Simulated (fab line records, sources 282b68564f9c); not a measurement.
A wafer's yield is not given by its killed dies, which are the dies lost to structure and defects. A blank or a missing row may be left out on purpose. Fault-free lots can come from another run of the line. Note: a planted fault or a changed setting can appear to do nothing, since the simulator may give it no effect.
The tool behind it: which one? | flow ritCmos | 21 wafers from 7 lots sampled at 2 of the route's 202 steps

== WHAT EACH GAUGE READ, for each wafer ==
RIT_SDANNEAL_RS_MEAS_04: the measuring method here is four-point-probe.
lot  | measured    | on           | PSD_RS (ohm/sq)
L958 | day 3 16:03 | filmMetro-03 | 129.76 129.80 130.25
L960 | day 4 02:57 | filmMetro-01 | 115.40 115.53 115.48
L971 | day 7 02:18 | filmMetro-01 | 116.12 116.03 115.68
L973 | day 7 14:59 | filmMetro-02 | 115.12 115.19 115.11
L975 | day 8 04:26 | filmMetro-03 | 115.64 115.54 115.90
L977 | day 8 08:41 | filmMetro-03 | 115.70 115.69 115.81
L978 | day 8 18:58 | filmMetro-02 | 115.73 116.24 115.81

== WHICH TOOL RAN EACH LOT (tool, then ch and the chambers of the sampled wafers, then the start) ==
lot  | RIT_PSD_IMPLANT_08
L958 | implanter-04 ch 0, day 3 15:14
L960 | implanter-02 ch 0, day 4 02:08
L971 | implanter-03 ch 0, day 7 01:29
L973 | implanter-03 ch 0, day 7 14:04
L975 | implanter-02 ch 0, day 8 03:38
L977 | implanter-03 ch 0, day 8 07:53
L978 | implanter-04 ch 0, day 8 18:05
- RIT_PSD_IMPLANT_08

== THE ANSWER, worked out from the rows above alone ==
Rule: the lots themselves supply what counts as usual. Put in order of their means at a reading, lots are off if they are a third of the lots or fewer, leave a main group of 4 or more, and stand apart from it by a gap of 3 or more times the standard deviation of the main group's means; of several such gaps the widest counts. If all means in a main group match to the digits the tables above print for the reading, that group is not used. Also off: a lot with no number at a reading for which 4 or more lots have one. All remaining lots with rows at the step are treated as sound.
Off: L958, seen at RIT_SDANNEAL_RS_MEAS_04 (PSD_RS). The main group has a mean of 115.65 ohm/sq with a standard deviation of 0.28.
If a tool, at a process step before that reading, ran all the lots that are off and no sound lot after the first of them, it fits. Gauges at RIT_SDANNEAL_RS_MEAS_04: tried the same way as those tools. No candidate that was tried fits.

== WHAT HAD BEEN PUT IN BY THE SIMULATOR ==
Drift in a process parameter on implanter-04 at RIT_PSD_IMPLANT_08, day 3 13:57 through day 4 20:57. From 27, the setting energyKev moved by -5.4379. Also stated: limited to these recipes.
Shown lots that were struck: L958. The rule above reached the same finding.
